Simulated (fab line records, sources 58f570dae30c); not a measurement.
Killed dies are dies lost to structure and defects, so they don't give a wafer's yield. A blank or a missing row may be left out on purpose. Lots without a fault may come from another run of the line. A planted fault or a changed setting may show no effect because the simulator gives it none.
Problem report in the 8D (eight disciplines) form, filled by code | flow berkeley_cmos170 | the parts of the form that need people (team, actions taken, sign-off) are left out

1. THE PROBLEM
chamber_o2_ppm at UCB170_SILICIDE_RTA_04 reads a mean of 61.998 on 6 wafers of 2 lots; wafers without a fault read 1.998 with a standard deviation of 0.019. That is +99 or more standard deviations from the usual mean.
The step: time 15 s.
First seen on wafer L368.2, day 9 09:40, on rtp_anneal-01. The record holds 18 wafers of 6 lots with a number at this step. Rule for "out", or "out of limits": more than 4 standard deviations from the usual mean. The other wafers with a number count as sound.

2. WHAT IT IS AND WHAT IT IS NOT
question                    | is                     | is not
which readings at this step | chamber_o2_ppm         | lamp_power_pct, wafer_temp_C_max
which lots                  | L368, L370             | L359, L360, L379, L381
which wafers of those lots  | all that have a number | -
read on which tools         | rtp_anneal-01          | rtp_anneal-02
when                        | from day 9 09:40       | up to then (6 sound wafers); but 6 sound wafers of L379, L381 came after

3. SUSPECTS, AND WHAT RULES EACH OUT
Counting: a tool at a process step up to the reading stays a suspect if it ran every lot that is out and no sound lot after the first of them.
- plasma_asher-03 at UCB170_BACKSIDE_STRIP_03 (strips in O2): ruled out as a lasting fault. Sound lots L379 ran on it after its first lot that is out, L368 (day 9 08:28).
- rtp_anneal-01 at UCB170_SDANNEAL_RTA_00 (time 10 s): ruled out as a lasting fault. Sound lots L379, L381 ran on it after its first lot that is out, L368 (day 9 08:47).
- rtp_anneal-01 at UCB170_SDANNEAL_RTA_01 (time 5 s): ruled out as a lasting fault. Sound lots L379, L381 ran on it after its first lot that is out, L368 (day 9 08:50).
- pvd_sputter-02 at UCB170_SILICIDE_SPUTTER_01 (material Ti, target thk 30 nm, time 25 s): ruled out as a lasting fault. Sound lots L379 ran on it after its first lot that is out, L368 (day 9 09:26).
- rtp_anneal-01 at UCB170_SILICIDE_RTA_04 (time 15 s): kept. It ran every lot that is out, first L368 (day 9 09:40), and no sound lot after that; its last sound lot up to then is L359 (day 7 17:26). Its own readings are out on those wafers: chamber_o2_ppm.
Left after counting: rtp_anneal-01 at UCB170_SILICIDE_RTA_04.

4. THE CAUSE (what the simulator had put in)
Process parameter drift: rtp_anneal-01, from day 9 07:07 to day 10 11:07, at UCB170_SILICIDE_RTA_04. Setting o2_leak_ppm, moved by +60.
Counting left only this tool.

5. THE CHAIN OF EFFECTS, in route order
Each row: a reading whose mean over the struck wafers that have a number lies more than 3 standard deviations from the usual. Only readings for which the record gives a usual standard deviation are gone through. hours: the time from each lot's start at the first step in this table that gives one to its start at this step, as a median over the lots. sigmas: the change in usual standard deviations.
hours | step                   | reading        | usual | on struck wafers | change  | sigmas
0     | UCB170_SILICIDE_RTA_04 | chamber_o2_ppm | 1.998 | 61.998           | +60.000 | +99 or more
The process steps in it:
- UCB170_SILICIDE_RTA_04: time 15 s.

6. WHAT WOULD HAVE CAUGHT IT SOONER
In this record the first reading out of limits was taken at day 9 09:40, 3 hours after the fault began at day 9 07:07.
